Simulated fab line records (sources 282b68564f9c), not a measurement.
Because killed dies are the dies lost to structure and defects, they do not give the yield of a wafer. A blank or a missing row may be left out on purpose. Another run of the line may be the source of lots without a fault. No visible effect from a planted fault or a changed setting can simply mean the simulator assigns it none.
Struck lot and sound lot, side by side ; flow rit_cmos ; 14 steps out of a route of 202
Sound: wafers L526.1, L526.2, L526.4. Struck: wafers L529.3, L529.4, L529.6. The cause is given at the end.
Order at every step that has rows: each side's tool, ch and its chambers, its first start. Under that, the readings that differ: sound wafers ; struck wafers ; difference of the means ; sigmas: that difference in standard deviations of wafers without a fault.
alike: readings whose means differ by less than 2 such deviations, and words and numbers that are the same on both sides. not compared: withheld readings, readings that some wafer has no value for, bounds like >300 that may hide the same value, and numbers for which the record gives no deviation and whose values overlap.
A row with sigmas, a row that says differs or no value, or rows on one side alone: a step with any of these is where the two part. When numbers do not overlap yet have no deviation, they are printed without sigmas and do not part them. A reading missing from all wafers of one side parts the sides only when that side holds two or more wafers.

first, 1 step without rows for these wafers: RIT_PLDD_IMPLANT_08.
RIT_PLDD_STRIP_09: strips in O2, time 180 s.
  sound on plasma_asher-03 ch 0,1, day 4 18:31; struck on plasma_asher-02 ch 0,1, day 5 03:47
  alike: drypump_motor_current_A
  not compared: rf_hours_counter_h
RIT_PLDD_TW_MEAS_10:
  struck on film_metro-02, day 5 03:55; sound on film_metro-02, day 4 18:42
  alike: PLDD_TW
then, 4 steps without rows for these wafers: RIT_SPACER_CLEAN_00 (cleans in SC1, time 600 s); RIT_SPACER_CLEAN_01 (cleans in dHF, time 30 s); RIT_SPACER_CLEAN_02 (cleans in SC2, time 600 s); RIT_SPACER_CVD_03 (deposits Si3N4 from SiH2Cl2/NH3, target thk 250 nm, time 3300 s).
RIT_SPACER_THK_MEAS_04:
  struck on film_metro-04, day 5 06:29; sound on film_metro-04, day 4 21:02
  alike: SPACER_NITRIDE_THK
RIT_SPACER_ETCHBACK_05: etches Si3N4 in SF6/CHF3, stops on SiO2, target depth 250 nm, time 240 s.
  sound on rie_diel-04 ch 0,2,3, day 4 21:06; struck on rie_diel-04 ch 0,1,3, day 5 06:32
  alike: drypump_motor_current_A, oes_product_au, throttle_valve_pct
  not compared: rf_hours_counter_h
then, 3 steps without rows for these wafers: RIT_NSD_HMDS_00 (prime time 60 s); RIT_NSD_COAT_01 (resist thk 1000 nm); RIT_NSD_SOFTBAKE_02 (time 60 s).
RIT_NSD_EXPOSE_03: exposes mask M9, target cd 40700 nm.
  struck on iline_stepper-01, day 5 07:18; sound on iline_stepper-01 ch 0, day 4 21:42
  no value came back on the struck wafers for exposure_dose_mJ_cm2, focus_offset_nm (nm); on the sound wafers exposure_dose_mJ_cm2 reads 249.74 249.88 249.67
  alike: mask
following that, these wafers have no rows for 1 step: RIT_NSD_PEB_04.

WHERE THEY PART
Only at RIT_NSD_EXPOSE_03, as far as this record shows.

WHY: whatever the simulator had introduced
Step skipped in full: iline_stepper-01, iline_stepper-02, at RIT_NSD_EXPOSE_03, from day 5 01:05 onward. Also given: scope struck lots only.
